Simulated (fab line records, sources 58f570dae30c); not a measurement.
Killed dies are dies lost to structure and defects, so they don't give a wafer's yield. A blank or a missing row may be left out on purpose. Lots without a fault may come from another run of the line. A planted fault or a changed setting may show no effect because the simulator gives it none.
Which tool did it? | flow berkeley_cmos170 | 14 lots, 42 wafers sampled, at 3 steps of a route of 331

WHAT THE GAUGES READ, wafer by wafer
UCB170_V1_THK_MEAS_04.
lot  | measured     | on            | V1_POLISHED_THK (nm)
L216 | day 7 23:41  | film_metro-01 | 998.1 1000.1 999.1
L215 | day 7 23:56  | film_metro-03 | 1000.6 1001.2 1002.5
L219 | day 8 09:18  | film_metro-03 | 1000.8 1000.3 1000.2
L221 | day 8 09:23  | film_metro-01 | 1000.5 1000.6 1000.3
L220 | day 8 12:40  | film_metro-01 | 1002.3 999.5 1000.7
L223 | day 8 22:22  | film_metro-02 | 998.3 1000.0 998.3
L222 | day 8 22:39  | film_metro-01 | 998.4 998.9 999.2
L225 | day 9 12:40  | film_metro-03 | 999.8 1001.4 1000.6
L226 | day 9 12:44  | film_metro-01 | 1001.7 1001.0 1002.1
L227 | day 10 04:59 | film_metro-01 | 999.5 999.6 1001.0
L229 | day 10 04:59 | film_metro-03 | 999.8 1000.4 999.8
L234 | day 11 15:23 | film_metro-01 | 999.4 1001.0 1001.7
L236 | day 11 15:24 | film_metro-02 | 997.8 999.5 997.6
L237 | day 11 15:43 | film_metro-03 | 998.9 999.0 1001.0

UCB170_M2_CD_MEAS_15: target cd 700 nm.
lot  | measured     | on        | cd_nm (nm)
L216 | day 8 04:35  | cd_sem-01 | 700.3 701.3 701.5
L215 | day 8 05:10  | cd_sem-02 | 699.7 701.6 701.1
L219 | day 8 16:55  | cd_sem-02 | 699.8 699.8 700.1
L221 | day 8 17:01  | cd_sem-01 | 700.8 700.5 700.8
L220 | day 8 18:34  | cd_sem-02 | 700.6 700.4 700.9
L223 | day 9 03:59  | cd_sem-01 | 700.1 698.5 699.4
L222 | day 9 04:07  | cd_sem-02 | 700.4 700.6 699.6
L225 | day 9 16:20  | cd_sem-02 | - - -
L226 | day 9 16:52  | cd_sem-02 | - - -
L227 | day 10 08:52 | cd_sem-01 | 701.9 701.1 700.0
L229 | day 10 09:23 | cd_sem-02 | 697.7 697.7 698.7
L234 | day 11 19:53 | cd_sem-01 | 701.4 699.4 701.1
L236 | day 11 19:20 | cd_sem-02 | 700.0 698.9 697.2
L237 | day 11 20:13 | cd_sem-01 | 700.4 701.0 700.5

WHICH TOOL RAN EACH LOT (tool, then ch and the chambers of the sampled wafers, then the start)
lot  | UCB170_M2_DEVELOP_14
L216 | litho_track-01 ch 0, day 8 04:00
L215 | litho_track-01 ch 0, day 8 05:00
L219 | litho_track-02 ch 0, day 8 16:00
L221 | litho_track-01 ch 0, day 8 16:00
L220 | litho_track-01 ch 0, day 8 18:00
L223 | litho_track-01 ch 0, day 9 03:00
L222 | litho_track-04 ch 0, day 9 03:00
L225 | litho_track-02, day 9 16:00
L226 | litho_track-01, day 9 16:00
L227 | litho_track-01 ch 0, day 10 08:00
L229 | litho_track-02 ch 0, day 10 09:00
L234 | litho_track-02 ch 0, day 11 19:00
L236 | litho_track-04 ch 0, day 11 19:00
L237 | litho_track-01 ch 0, day 11 20:00
- UCB170_M2_DEVELOP_14: develop time 45 s.

WHAT THE TOOLS THEMSELVES READ (means of the sampled wafers that have a number; where no wafer has one, the mark that the record gives instead)
UCB170_M2_DEVELOP_14.
lot  | tool           | chill_plate_temp_C (C)
L216 | litho_track-01 | 22.96
L215 | litho_track-01 | 23.00
L219 | litho_track-02 | 23.08
L221 | litho_track-01 | 23.04
L220 | litho_track-01 | 23.10
L223 | litho_track-01 | 22.83
L222 | litho_track-04 | 23.02
L225 | litho_track-02 | -
L226 | litho_track-01 | -
L227 | litho_track-01 | 23.00
L229 | litho_track-02 | 23.06
L234 | litho_track-02 | 23.05
L236 | litho_track-04 | 22.95
L237 | litho_track-01 | 22.94

THE ANSWER, worked out from the rows above alone
Rule: what is usual is taken from the lots themselves. Put in order of their means at a reading, lots are off if they are a third of the lots or fewer, leave a main group of 4 or more, and stand apart from it by a gap of 3 or more times the standard deviation of the main group's means; of several such gaps the widest counts. A main group whose means are all the same, to the digits that the tables above print for the reading, isn't used. A lot without any number at a reading at which 4 lots or more have one is off too. The other lots that the step has rows for count as sound. The gauges are gone through in route order, then the tools' own readings, and for those a lot's mean is taken as printed above. The first step at which some lot is off is used, and at that step the reading that is off furthest; a lot without a number counts as furthest.
Off: L225, L226, at UCB170_M2_CD_MEAS_15 (cd_nm). Without a number there: L225, L226. The main group: mean 700.1 nm, standard deviation 0.92.
A tool fits if, at a process step before that reading, it ran every lot that is off, and no sound lot after the first of them. The gauges at UCB170_M2_CD_MEAS_15 aren't tried: what is off there is off at UCB170_M2_DEVELOP_14 too, on other tools, and a gauge's error can't cause that. None of those tried fits.

WHAT THE SIMULATOR HAD PUT IN
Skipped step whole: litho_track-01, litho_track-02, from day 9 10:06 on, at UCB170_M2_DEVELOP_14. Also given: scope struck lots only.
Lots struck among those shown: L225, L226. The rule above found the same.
